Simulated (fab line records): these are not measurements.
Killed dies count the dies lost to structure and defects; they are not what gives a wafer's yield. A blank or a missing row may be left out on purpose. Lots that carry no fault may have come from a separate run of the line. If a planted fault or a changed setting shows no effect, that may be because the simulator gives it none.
Split-lot study    flow rit-cmos    on a route of 202 steps: 5 lots, 23 wafers read

== SPLIT DETAILS ==
At RIT_FOX2_OXIDATION_00 (target thk 350.7 nm, ox time 1130 s), the setting ox-time-s was moved away from the recipe's 1130 s on 20 of the 23 wafers read, by -8.6% to +10.9%. This setting was run at the recipe's value on the other wafers.

== FROM THE SPLIT TO THE READING: what the file shows between them, 18 steps ==
- RIT_FOX2_THK_MEAS_01
- RIT_FOX2_CLEAN_02: cleans in dHF, time 180 s
- RIT_FOX2_WET_ETCH_03: etches Si3N4 in H3PO4, target depth 195 nm, time 2700 s
- RIT_FOX2_THK_MEAS_90
- RIT_NRETRO_SOFTBAKE_02: time 60 s (also split here: temp-c)
- RIT_NRETRO_EXPOSE_03: exposes mask M4, target cd 43900 nm
- RIT_NRETRO_PEB_04
- RIT_NRETRO_DEVELOP_05: develop time 68 s
- RIT_NRETRO_IMPLANT_08 (also split here: dose-cm2)
- RIT_NRETRO_STRIP_09: strips in O2, time 180 s
- RIT_NRETRO_TW_MEAS_10
- RIT_PRETRO_COAT_01: resist thk 1300 nm (also split here: spin-rpm)
- RIT_PRETRO_SOFTBAKE_02: time 60 s
- RIT_PRETRO_EXPOSE_03: exposes mask M5, target cd 43700 nm
- RIT_PRETRO_DEVELOP_05: develop time 68 s
- RIT_PRETRO_HARDBAKE_07: time 120 s
- RIT_PRETRO_IMPLANT_08 (also split here: energy-kev)
- RIT_GATE_CLEAN_04: cleans in dHF, time 60 s (also split here: time-s)

== THE READING ==
FIELD_OXIDE_LEFT_2_THK (nm), taken at RIT_FOX2_THK_MEAS_91. Fault-free wafers of this fab line usually give 255 nm, standard deviation 5.8 nm.

wafer   tool, chamber at the split  ox-time-s as run, s  against the recipe  FIELD_OXIDE_LEFT_2_THK, nm  against lot-mates on the recipe
L076.1  -, -                        1219                 +7.9%               279                         no lot-mate on the recipe
L076.2  -, -                        1219                 +7.9%               273                         no lot-mate on the recipe
L076.4  -, -                        1219                 +7.9%               276                         no lot-mate on the recipe
L076.5  -, -                        1219                 +7.9%               277                         no lot-mate on the recipe
L076.6  -, -                        1219                 +7.9%               277                         no lot-mate on the recipe
L078.1  -, -                        1253                 +10.9%              277                         no lot-mate on the recipe
L078.3  -, -                        1253                 +10.9%              281                         no lot-mate on the recipe
L078.4  -, -                        1253                 +10.9%              283                         no lot-mate on the recipe
L078.5  -, -                        1253                 +10.9%              281                         no lot-mate on the recipe
L078.6  -, -                        1253                 +10.9%              286                         no lot-mate on the recipe
L080.1  -, -                        1033                 -8.6%               239                         no lot-mate on the recipe
L080.2  -, -                        1033                 -8.6%               229                         no lot-mate on the recipe
L080.4  -, -                        1033                 -8.6%               235                         no lot-mate on the recipe
L080.5  -, -                        1033                 -8.6%               235                         no lot-mate on the recipe
L080.6  -, -                        1033                 -8.6%               238                         no lot-mate on the recipe
L081.1  -, -                        1040                 -8.0%               236                         no lot-mate on the recipe
L081.3  -, -                        1040                 -8.0%               236                         no lot-mate on the recipe
L081.4  -, -                        1040                 -8.0%               235                         no lot-mate on the recipe
L081.5  -, -                        1040                 -8.0%               239                         no lot-mate on the recipe
L081.6  -, -                        1040                 -8.0%               240                         no lot-mate on the recipe
L083.1  furnace-03, 0               1130                 recipe              254                         -
L083.2  furnace-03, 0               1130                 recipe              254                         -
L083.6  furnace-03, 0               1130                 recipe              250                         -

FIT RESULTS
A straight line over all 23 wafers: FIELD_OXIDE_LEFT_2_THK changes by +2.42 nm for each +1% of ox-time-s; r = +0.99; the points scatter about the line by 3.1 nm.
Too few moved wafers with a lot-mate on the recipe to fit a line net of each lot's own level.

== THE WHOLE CHAIN: every reading that the file lists as answering this split, in the file's order ==
step                   what it does                         reading                                                                            change (the file's fit)               r (the file's)
RIT_FOX2_OXIDATION_00  target thk 350.7 nm, ox time 1130 s  SiO2_of_FOX2_OXIDATION_00.thk-nm (the simulator's own value, which no gauge read)  +2.39 nm for each +1% of the setting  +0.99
RIT_FOX2_THK_MEAS_01                                        FOX2_OXIDE_THK                                                                     +2.39 for each +1% of the setting     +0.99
RIT_FOX2_THK_MEAS_90                                        FIELD_OXIDE_LEFT_1_THK                                                             +2.38 for each +1% of the setting     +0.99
RIT_FOX2_THK_MEAS_91                                        FIELD_OXIDE_LEFT_2_THK                                                             +2.41 for each +1% of the setting     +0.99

== THE FILE'S OWN FIT ==
FIELD_OXIDE_LEFT_2_THK changes by +2.41 nm for each +1% of ox-time-s, r = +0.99.
